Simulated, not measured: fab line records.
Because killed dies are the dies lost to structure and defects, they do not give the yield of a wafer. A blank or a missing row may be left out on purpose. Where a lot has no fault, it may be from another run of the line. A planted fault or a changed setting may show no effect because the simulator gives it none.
What tool caused it?    flow berkeley-cmos170    18 wafers from 6 lots sampled at 4 of the route's 331 steps

== WHAT THE GAUGES SHOWED, per wafer ==
UCB170_V1_THK_MEAS_01.
lot   measured      on             V1_TEOS_THK (nm)
L244  day 7 23:37   film-metro-01  1969 1982 2002
L245  day 8 06:22   film-metro-03  1943 1962 1985
L250  day 8 19:44   film-metro-03  1981 1987 2018
L253  day 10 02:50  film-metro-02  1987 2005 2029
L261  day 11 22:55  film-metro-02  1612 1993 2001
L265  day 12 12:54  film-metro-03  1996 2001 2012

== WHAT TOOL EACH LOT RAN ON (gives the tool, then ch and the chambers of the sampled wafers, and finally the start) ==
lot   UCB170_CONTACT_ETCH_17              UCB170_CONTACT_ETCH_18                         UCB170_V1_CVD_00
L244  rie-diel-01 ch 2,3, day 7 16:49     rie-diel-01 ch 2,3, day 7 18:58 or earlier     pecvd-03 ch 0,1,2, day 7 23:26
L245  rie-diel-04 ch 0,2,3, day 8 01:56   rie-diel-04 ch 0,2,3, day 8 04:19 or earlier   pecvd-03 ch 0,1, day 8 06:11
L250  rie-diel-03 ch 1,2,3, day 8 09:32   rie-diel-03 ch 1,2,3, day 8 11:31 or earlier   pecvd-02 ch 0,1,2, day 8 19:35
L253  rie-diel-03 ch 0,2, day 9 20:57     rie-diel-03 ch 0,2, day 9 22:59 or earlier     pecvd-04 ch 0,1, day 10 02:41
L261  rie-diel-03 ch 0,1,2, day 11 17:58  rie-diel-03 ch 0,1,2, day 11 20:24 or earlier  pecvd-03 ch 0,1,2, day 11 22:46
L265  rie-diel-01 ch 1,2,3, day 12 05:43  rie-diel-01 ch 1,2,3, day 12 08:16 or earlier  pecvd-02 ch 0,1,2, day 12 12:45
- UCB170_CONTACT_ETCH_17: etches BARC in N2/H2.
- UCB170_CONTACT_ETCH_18: etches PSG in CHF3/CF4/Ar, stops on TiSi2, target depth 840 nm, time 195 s.
- UCB170_V1_CVD_00: deposits SiO2 from TEOS/O2, target thk 2000 nm, time 250 s.

== THE ANSWER, worked out from the rows above alone ==
Rule: usual is defined by the lots themselves. The widest of any qualifying gaps counts: lots, ordered by their means at a reading, are off when they make up no more than a third of the lots, leave a main group of 4 or more, and stand apart from it by 3 or more times the standard deviation of that group's means. Not used: any main group whose means are identical at the precision the tables above print for the reading. Also off: a lot with no number at a reading for which 4 or more lots have one. The other lots that the step has rows for count as sound.
Off: L261, seen at UCB170_V1_THK_MEAS_01 (V1_TEOS_THK). For the main group the mean is 1991 nm and the standard deviation 16.
If a tool, at a process step before that reading, ran all the lots that are off and no sound lot after the first of them, it fits. Those tools and the gauges at UCB170_V1_THK_MEAS_01 are tried in the same way. Because UCB170_CONTACT_ETCH_18 lacks a start for some lots, the hours and order of its lots are taken from UCB170_M1_OVL_MEAS_10. Can't be told from this: 3 tools fit, rie-diel-03 at UCB170_CONTACT_ETCH_17 and UCB170_CONTACT_ETCH_18, pecvd-03 at UCB170_V1_CVD_00, film-metro-02 at UCB170_V1_THK_MEAS_01.

== WHAT THE SIMULATOR HAD INSERTED ==
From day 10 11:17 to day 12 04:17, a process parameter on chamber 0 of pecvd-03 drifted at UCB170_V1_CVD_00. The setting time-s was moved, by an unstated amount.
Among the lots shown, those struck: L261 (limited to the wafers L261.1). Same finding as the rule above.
